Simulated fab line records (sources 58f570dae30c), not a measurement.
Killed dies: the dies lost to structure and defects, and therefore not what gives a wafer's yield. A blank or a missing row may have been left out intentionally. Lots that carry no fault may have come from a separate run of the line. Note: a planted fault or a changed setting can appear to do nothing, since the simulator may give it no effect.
Split-lot trial / flow berkeley_cmos170 / 23 wafers read from 5 lots, route of 331 steps

## THE SPLIT ITSELF
At UCB170_SPACER_CVD_00 (deposits SiO2 from TEOS/O2, target thk 376 nm, time 47 s), the setting time_s was moved away from the recipe's 47 s on 9 of the 23 wafers read, by -9.1% to +12.5%. For the rest of the wafers, this setting stayed at what the recipe calls for.

There is no step in the file separating the split from the reading.

## THE READING
SPACER_TEOS_THK at UCB170_SPACER_THK_MEAS_01, in nm. Fault-free wafers of this fab line usually give 376 nm, standard deviation 4.5 nm.

wafer=L074.2; tool, chamber at the split=pecvd-04, 0; time_s as run, s=42.73; against the recipe=-9.1%; SPACER_TEOS_THK, nm=338; against lot-mates on the recipe=-40
wafer=L074.3; tool, chamber at the split=pecvd-04, 1; time_s as run, s=47; against the recipe=recipe; SPACER_TEOS_THK, nm=376; against lot-mates on the recipe=-
wafer=L074.4; tool, chamber at the split=pecvd-04, 1; time_s as run, s=42.73; against the recipe=-9.1%; SPACER_TEOS_THK, nm=345; against lot-mates on the recipe=-32
wafer=L074.5; tool, chamber at the split=pecvd-04, 2; time_s as run, s=47; against the recipe=recipe; SPACER_TEOS_THK, nm=379; against lot-mates on the recipe=-
wafer=L074.6; tool, chamber at the split=pecvd-04, 0; time_s as run, s=42.73; against the recipe=-9.1%; SPACER_TEOS_THK, nm=342; against lot-mates on the recipe=-36
wafer=L076.1; tool, chamber at the split=pecvd-04, 1; time_s as run, s=47; against the recipe=recipe; SPACER_TEOS_THK, nm=373; against lot-mates on the recipe=-
wafer=L076.2; tool, chamber at the split=pecvd-04, 2; time_s as run, s=47; against the recipe=recipe; SPACER_TEOS_THK, nm=377; against lot-mates on the recipe=-
wafer=L076.3; tool, chamber at the split=pecvd-04, 1; time_s as run, s=47; against the recipe=recipe; SPACER_TEOS_THK, nm=379; against lot-mates on the recipe=-
wafer=L076.4; tool, chamber at the split=pecvd-04, 2; time_s as run, s=47; against the recipe=recipe; SPACER_TEOS_THK, nm=380; against lot-mates on the recipe=-
wafer=L076.5; tool, chamber at the split=pecvd-04, 2; time_s as run, s=47; against the recipe=recipe; SPACER_TEOS_THK, nm=382; against lot-mates on the recipe=-
wafer=L079.3; tool, chamber at the split=pecvd-04, 1; time_s as run, s=47; against the recipe=recipe; SPACER_TEOS_THK, nm=376; against lot-mates on the recipe=-
wafer=L079.4; tool, chamber at the split=pecvd-04, 2; time_s as run, s=47; against the recipe=recipe; SPACER_TEOS_THK, nm=379; against lot-mates on the recipe=-
wafer=L079.6; tool, chamber at the split=pecvd-04, 2; time_s as run, s=47; against the recipe=recipe; SPACER_TEOS_THK, nm=378; against lot-mates on the recipe=-
wafer=L078.1; tool, chamber at the split=pecvd-01, 2; time_s as run, s=43.57; against the recipe=-7.3%; SPACER_TEOS_THK, nm=345; against lot-mates on the recipe=-28
wafer=L078.3; tool, chamber at the split=pecvd-01, 1; time_s as run, s=47; against the recipe=recipe; SPACER_TEOS_THK, nm=371; against lot-mates on the recipe=-
wafer=L078.4; tool, chamber at the split=pecvd-01, 1; time_s as run, s=43.57; against the recipe=-7.3%; SPACER_TEOS_THK, nm=348; against lot-mates on the recipe=-26
wafer=L078.5; tool, chamber at the split=pecvd-01, 2; time_s as run, s=47; against the recipe=recipe; SPACER_TEOS_THK, nm=376; against lot-mates on the recipe=-
wafer=L078.6; tool, chamber at the split=pecvd-01, 0; time_s as run, s=43.57; against the recipe=-7.3%; SPACER_TEOS_THK, nm=346; against lot-mates on the recipe=-28
wafer=L084.2; tool, chamber at the split=pecvd-03, 0; time_s as run, s=47; against the recipe=recipe; SPACER_TEOS_THK, nm=368; against lot-mates on the recipe=-
wafer=L084.3; tool, chamber at the split=pecvd-03, 1; time_s as run, s=47; against the recipe=recipe; SPACER_TEOS_THK, nm=372; against lot-mates on the recipe=-
wafer=L084.4; tool, chamber at the split=pecvd-03, 0; time_s as run, s=52.87; against the recipe=+12.5%; SPACER_TEOS_THK, nm=424; against lot-mates on the recipe=+54
wafer=L084.5; tool, chamber at the split=pecvd-03, 1; time_s as run, s=52.87; against the recipe=+12.5%; SPACER_TEOS_THK, nm=426; against lot-mates on the recipe=+56
wafer=L084.6; tool, chamber at the split=pecvd-03, 2; time_s as run, s=52.87; against the recipe=+12.5%; SPACER_TEOS_THK, nm=426; against lot-mates on the recipe=+56

FIT RESULTS
A straight line over all 23 wafers: SPACER_TEOS_THK changes by +3.92 nm for each +1% of time_s; r = +0.99; the points scatter about the line by 3.4 nm.
The same after taking each lot's own level away (the mean of its wafers on the recipe; 23 wafers): +4.18 nm for each +1%; r = +0.99; scatter 2.7 nm.
The reading moves by 52 nm for the largest change in time_s, on that fit.
Across the lots, their own levels run from 370.0 to 378.2 nm, a range of 1.8 times the standard deviation given above.
Consequently the slope shifts little with the lot-to-lot level, the two slopes agreeing.
Check: for one of the wafers moved furthest among these (+12.5%), held out of the fit, the line's prediction against its lot-mates is +53.1 nm. Against them it came out at +54 nm.

## THESE WAFERS: OTHER SPLITS
Before the reading, these wafers also passed through other splits. Each is held against what the fit with the lots' levels taken away leaves over:
other split on the same wafers=UCB170_PLDD_EXPOSE_03 dose_mj; wafers away from the commonest value=10; r with SPACER_TEOS_THK (lot level and that fit taken away)=-0.17
other split on the same wafers=UCB170_NLDD_EXPOSE_03 dose_mj; wafers away from the commonest value=7; r with SPACER_TEOS_THK (lot level and that fit taken away)=+0.31

## THE WHOLE CHAIN: every reading that the file lists as answering this split, in the file's order
step=UCB170_SPACER_CVD_00; what it does=deposits SiO2 from TEOS/O2, target thk 376 nm, time 47 s; reading=SiO2_of_SPACER_CVD_00.thk_nm (the simulator's own value, which no gauge read); change (the file's fit)=+4.14 nm for each +1% of the setting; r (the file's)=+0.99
step=UCB170_SPACER_THK_MEAS_01; what it does=; reading=SPACER_TEOS_THK; change (the file's fit)=+4.14 for each +1% of the setting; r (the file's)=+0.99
step=UCB170_SPACER_ETCHBACK_03; what it does=etches SiO2 in CHF3/CF4/Ar, stops on Si, target depth 376 nm, time 100 s; reading=etch.depth_nm (the simulator's own value, which no gauge read); change (the file's fit)=not straight: 344.6 at the lowest setting, 374.5 at the recipe, 386.4 at the highest; r (the file's)=not given

## THE FILE'S OWN FIT
SPACER_TEOS_THK changes by +4.14 nm for each +1% of time_s, r = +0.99.
